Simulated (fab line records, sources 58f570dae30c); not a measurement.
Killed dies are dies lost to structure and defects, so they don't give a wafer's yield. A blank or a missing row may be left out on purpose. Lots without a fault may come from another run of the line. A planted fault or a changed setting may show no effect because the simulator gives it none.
Which tool did it? | flow berkeley_cmos170 | 14 lots, 42 wafers sampled, at 1 step of a route of 331

WHAT THE GAUGES READ, wafer by wafer
The record holds no reading of a measuring or inspecting step that can be judged against a usual standard deviation.

WHICH TOOL RAN EACH LOT (tool, then ch and the chambers of the sampled wafers, then the start)
lot  | UCB170_NWELL_CLEAN_17
L990 | wet_bench-01 ch 1, day 2 22:23
L991 | wet_bench-01 ch 1, day 2 22:39
L992 | wet_bench-01 ch 2, day 3 10:47
L995 | wet_bench-04 ch 3, day 4 00:02
L996 | wet_bench-02 ch 1, day 4 00:22
L997 | wet_bench-04 ch 2, day 4 05:52
L998 | wet_bench-02 ch 3, day 4 11:57
L999 | wet_bench-01 ch 1, day 4 17:36
L100 | wet_bench-01 ch 2, day 5 00:14
L104 | wet_bench-04 ch 1, day 5 17:36
L107 | wet_bench-04 ch 2, day 6 06:13
L110 | wet_bench-01 ch 1, day 6 21:48
L111 | wet_bench-02 ch 0, day 6 21:54
L112 | wet_bench-01 ch 2, day 7 09:31
- UCB170_NWELL_CLEAN_17: cleans in SPM, time 600 s.

WHAT THE TOOLS THEMSELVES READ (means of the sampled wafers that have a number; where no wafer has one, the mark that the record gives instead)
UCB170_NWELL_CLEAN_17. Usual: bath_guard_temp_C 119.9 C, standard deviation 0.48; bath_heat_duty_pct 13.6 %, standard deviation 1.2.
lot  | tool         | bath_guard_temp_C (C) | bath_heat_duty_pct (%) | flag
L990 | wet_bench-01 | 120.3                 | 13.2                   |
L991 | wet_bench-01 | 120.4                 | 12.5                   |
L992 | wet_bench-01 | 119.8                 | 13.6                   |
L995 | wet_bench-04 | 119.4                 | 16.4                   |
L996 | wet_bench-02 | 119.7                 | 12.7                   |
L997 | wet_bench-04 | 120.7                 | 14.2                   |
L998 | wet_bench-02 | 120.2                 | 13.9                   |
L999 | wet_bench-01 | -                     | -                      | OFF
L100 | wet_bench-01 | -                     | -                      | OFF
L104 | wet_bench-04 | 119.3                 | 14.2                   |
L107 | wet_bench-04 | 120.6                 | 14.7                   |
L110 | wet_bench-01 | 120.5                 | 13.3                   |
L111 | wet_bench-02 | 119.7                 | 16.1                   |
L112 | wet_bench-01 | 119.8                 | 12.7                   |

THE ANSWER, worked out from the rows above alone
Rule: a lot is off if the mean of its wafers that have a number lies more than 3 standard deviations from the usual mean. A lot without any number at a reading at which 4 lots or more have one is off too. The other lots that the step has rows for count as sound. The gauges are gone through in route order, then the tools' own readings, and for those a lot's mean is taken as printed above. The first step at which some lot is off is used, and at that step the reading that is off furthest; a lot without a number counts as furthest.
Off: L999, L100, at UCB170_NWELL_CLEAN_17 (bath_guard_temp_C). Without a number there: L999, L100.
A tool fits if, at that step or a process step before it, it ran every lot that is off, and no sound lot after the first of them. None of those tried fits.

WHAT THE SIMULATOR HAD PUT IN
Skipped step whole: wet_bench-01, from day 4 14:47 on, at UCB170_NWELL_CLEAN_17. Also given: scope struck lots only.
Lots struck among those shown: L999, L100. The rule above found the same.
